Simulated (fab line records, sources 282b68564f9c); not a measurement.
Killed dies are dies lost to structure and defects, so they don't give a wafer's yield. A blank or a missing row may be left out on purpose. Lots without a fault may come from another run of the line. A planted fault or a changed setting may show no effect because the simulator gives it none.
One fault seen from 2 desks | flow rit_cmos | each desk has only its own numbers; what lay behind them comes last

THE METROLOGY DESK
What the gauges read, lot by lot, whatever tool the lot ran on: means of the sampled wafers that have a number. A lot is out of limits, marked OUT, if its mean lies more than 4 standard deviations from the usual mean; the brackets give that distance.
Columns: A = PSD_RS at RIT_SDANNEAL_RS_MEAS_04, usual 116.1 ohm/sq
lot  | first seen here | A
L759 | day 3 05:14     | 116.1
L760 | day 3 08:05     | 116.2
L761 | day 3 12:56     | 115.6
L763 | day 3 23:16     | 116.1
L764 | day 4 09:54     | 144.8 (+96) OUT
L766 | day 4 14:40     | 144.7 (+95) OUT
L768 | day 5 03:41     | 145.2 (+97) OUT
L773 | day 6 02:21     | 115.8
L775 | day 6 10:18     | 115.9
L777 | day 6 22:05     | 116.1
L778 | day 7 05:50     | 116.1
L779 | day 7 11:20     | 116.6
L780 | day 7 12:54     | 116.1
L781 | day 7 18:04     | 115.9
L782 | day 8 02:32     | 116.3
This desk's finding: out of limits on L764, L766, L768; first on L764, day 4 09:54 (PSD_RS at RIT_SDANNEAL_RS_MEAS_04). In limits: L759, L760, L761, L763, L773, L775, L777, L778, L779, L780, L781, L782.

THE TOOL OWNER'S DESK: rtp_anneal-02
The tool's own readings at RIT_SDANNEAL_RTA_03 (time 5 s): means of the sampled wafers that have a number, for each lot that ran on this tool. A lot is out of limits, marked OUT, if its mean lies more than 4 standard deviations from the usual mean; the brackets give that distance.
Columns: A = wafer_temp_C_max at RIT_SDANNEAL_RTA_03, usual 1053.5
lot  | first seen here | A
L760 | day 3 08:01     | 1053.9
L764 | day 4 09:51     | 1012.8 (-34) OUT
L766 | day 4 14:35     | 1014.1 (-33) OUT
L768 | day 5 03:36     | 1013.8 (-33) OUT
L778 | day 7 05:46     | 1053.3
L780 | day 7 12:50     | 1053.8
L782 | day 8 02:27     | 1052.5
This desk's finding: out of limits on L764, L766, L768; first on L764, day 4 09:51 (wafer_temp_C_max at RIT_SDANNEAL_RTA_03). In limits: L760, L778, L780, L782.

PUT TOGETHER
The tool owner's desk could have raised an alarm at day 4 09:51, on L764, L766, L768.
The metrology desk could have raised an alarm at day 4 09:54, on L764, L766, L768.
Of the lots named, all ran RIT_SDANNEAL_RTA_03 on rtp_anneal-02.

WHAT THE SIMULATOR HAD PUT IN
Process parameter drift: rtp_anneal-02, from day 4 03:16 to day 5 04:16, at RIT_SDANNEAL_RTA_03. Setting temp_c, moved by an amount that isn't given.
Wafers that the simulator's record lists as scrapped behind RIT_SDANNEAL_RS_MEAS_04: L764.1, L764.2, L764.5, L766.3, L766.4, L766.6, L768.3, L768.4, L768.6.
Lots struck among those shown: L764, L766, L768.
Hours from the fault's start to each desk's first reading out of limits: the tool owner's desk, 7; the metrology desk, 7.
